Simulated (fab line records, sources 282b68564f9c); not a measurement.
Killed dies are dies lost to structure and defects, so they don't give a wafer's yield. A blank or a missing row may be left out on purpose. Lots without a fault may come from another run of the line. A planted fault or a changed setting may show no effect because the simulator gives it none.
A struck lot beside a sound one | flow rit_cmos | 15 steps out of a route of 202
Sound: wafers L899.1, L899.4, L899.6. Struck: wafers L915.3, L915.4, L915.6. The cause comes at the end.
At each step with rows: each side's tool, then ch and its chambers, then its first start. Under that, the readings that differ: sound wafers | struck wafers | difference of the means | sigmas: that difference in standard deviations of wafers without a fault.
alike: readings whose means differ by less than 2 such deviations, and words and numbers that are the same on both sides. not compared: withheld readings, readings that some wafer has no value for, bounds like >300 that may hide the same value, and numbers for which the record gives no deviation and whose values overlap.
The two part at a step that has a row with sigmas, a row that says differs or no value, or rows on one side only. Numbers that don't overlap but have no deviation are shown without sigmas and don't part them. A reading that every wafer of one side lacks parts them only if that side has two wafers or more.

first, 2 steps without rows for these wafers: RIT_NRETRO_PEB_04; RIT_NRETRO_DEVELOP_05 (develop time 68 s).
RIT_NRETRO_OVL_MEAS_06:
  sound on overlay-01, day 2 20:32; struck on overlay-02, day 6 04:01
  reading         | sound       | struck         | difference | sigmas
  NRETRO_OVL (nm) | 0.4 1.3 0.6 | -4.3 -4.1 -2.1 | -4.3       | -3
then, 2 steps without rows for these wafers: RIT_NRETRO_HARDBAKE_07 (time 120 s); RIT_NRETRO_IMPLANT_08.
RIT_NRETRO_STRIP_09: strips in O2, time 180 s.
  sound on plasma_asher-02 ch 0,1, day 2 20:58; struck on plasma_asher-02 ch 0,1, day 6 04:30
  alike: drypump_motor_current_A
  not compared: rf_hours_counter_h
RIT_NRETRO_TW_MEAS_10:
  sound on film_metro-03, day 2 21:08; struck on film_metro-03, day 6 04:38
  alike: NRETRO_TW
then, 5 steps without rows for these wafers: RIT_PRETRO_HMDS_00 (prime time 60 s); RIT_PRETRO_COAT_01 (resist thk 1300 nm); RIT_PRETRO_SOFTBAKE_02 (time 60 s); RIT_PRETRO_EXPOSE_03 (exposes mask M5, target cd 43700 nm); RIT_PRETRO_PEB_04.
RIT_PRETRO_DEVELOP_05: develop time 68 s.
  sound on litho_track-04 ch 0, day 2 21:00; struck on litho_track-02 ch 0, day 6 05:00
  reading              | sound             | struck            | difference | sigmas
  developer_temp_C (C) | 23.04 22.97 22.87 | 25.31 25.35 25.39 | +2.39      | +25
RIT_PRETRO_OVL_MEAS_06:
  sound on overlay-02, day 2 22:05; struck on overlay-02, day 6 05:34
  alike: PRETRO_OVL
RIT_M1_PROBE_99:
  sound on prober-01, day 3 23:16; struck on prober-01, day 7 09:32
  alike: killed_at_contacts, killed_at_front_end, killed_dies, killed_open, killed_short

WHERE THEY PART
First at RIT_NRETRO_OVL_MEAS_06; last, within this record, at RIT_PRETRO_DEVELOP_05. Later steps at which nothing parts them and some readings are alike: RIT_PRETRO_OVL_MEAS_06, RIT_M1_PROBE_99.

WHY: what the simulator had put in
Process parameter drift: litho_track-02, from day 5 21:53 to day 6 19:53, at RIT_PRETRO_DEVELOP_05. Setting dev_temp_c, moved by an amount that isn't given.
